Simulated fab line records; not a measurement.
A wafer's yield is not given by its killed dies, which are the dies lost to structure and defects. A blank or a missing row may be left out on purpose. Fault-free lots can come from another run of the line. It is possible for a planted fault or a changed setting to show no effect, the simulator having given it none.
Which tool did it? | flow berkeleyCmos170 | Sampling: 6 lots, 18 wafers, 3 of 331 route steps

== WHAT THE GAUGES SHOWED, per wafer ==
UCB170_M1_RS_MEAS_01: the measuring method here is four-point-probe.
lot  | measured     | on           | M1_AL_RS (ohm/sq)
L477 | day 8 11:47  | filmMetro-03 | 0.0484 0.0481 0.0485
L478 | day 8 10:46  | filmMetro-02 | 0.0490 0.0492 0.0484
L483 | day 9 08:45  | filmMetro-01 | 0.0491 0.0482 0.0487
L486 | day 10 06:49 | filmMetro-01 | 0.0491 0.0480 0.0489
L491 | day 11 07:38 | filmMetro-02 | 0.0492 0.0418 0.0420
L499 | day 12 15:07 | filmMetro-01 | 0.0484 0.0484 0.0484

== TOOL THAT RAN EACH LOT (tool first, then ch and the chambers of the sampled wafers, then the start) ==
lot  | UCB170_SILICIDE_RTA_04          | UCB170_M1_SPUTTER_00
L477 | rtpAnneal-02 ch 0, day 8 05:36  | pvdSputter-01, day 8 11:43
L478 | rtpAnneal-01 ch 0, day 8 05:48  | pvdSputter-03, day 8 10:40
L483 | rtpAnneal-02 ch 0, day 9 03:57  | pvdSputter-03, day 9 08:41
L486 | rtpAnneal-01 ch 0, day 10 01:45 | pvdSputter-03, day 10 06:44
L491 | rtpAnneal-01 ch 0, day 10 22:59 | pvdSputter-04, day 11 07:34
L499 | rtpAnneal-01 ch 0, day 12 10:28 | pvdSputter-03, day 12 15:03
- UCB170_SILICIDE_RTA_04: time 15 s.
- UCB170_M1_SPUTTER_00: material Al, target thk 600 nm, time 80 s.

== THE ANSWER, worked out from the rows above alone ==
Rule: the lots themselves supply what counts as usual. The widest of any qualifying gaps counts: lots, ordered by their means at a reading, are off when they make up no more than a third of the lots, leave a main group of 4 or more, and stand apart from it by 3 or more times the standard deviation of that group's means. If all means in a main group match to the digits the tables above print for the reading, that group is not used. Also off: a lot with no number at a reading for which 4 or more lots have one. All remaining lots with rows at the step are treated as sound.
Off: at UCB170_M1_RS_MEAS_01 (M1_AL_RS), L491. Mean 0.0486 ohm/sq and standard deviation 0.0002 in the main group.
A tool fits if, at a process step before that reading, it ran every lot that is off, and no sound lot after the first of them. The gauges at UCB170_M1_RS_MEAS_01 are tried like those tools. Undecided on this evidence; 2 tools fit (pvdSputter-04 at UCB170_M1_SPUTTER_00, filmMetro-02 at UCB170_M1_RS_MEAS_01).

== WHAT WAS PUT IN BY THE SIMULATOR ==
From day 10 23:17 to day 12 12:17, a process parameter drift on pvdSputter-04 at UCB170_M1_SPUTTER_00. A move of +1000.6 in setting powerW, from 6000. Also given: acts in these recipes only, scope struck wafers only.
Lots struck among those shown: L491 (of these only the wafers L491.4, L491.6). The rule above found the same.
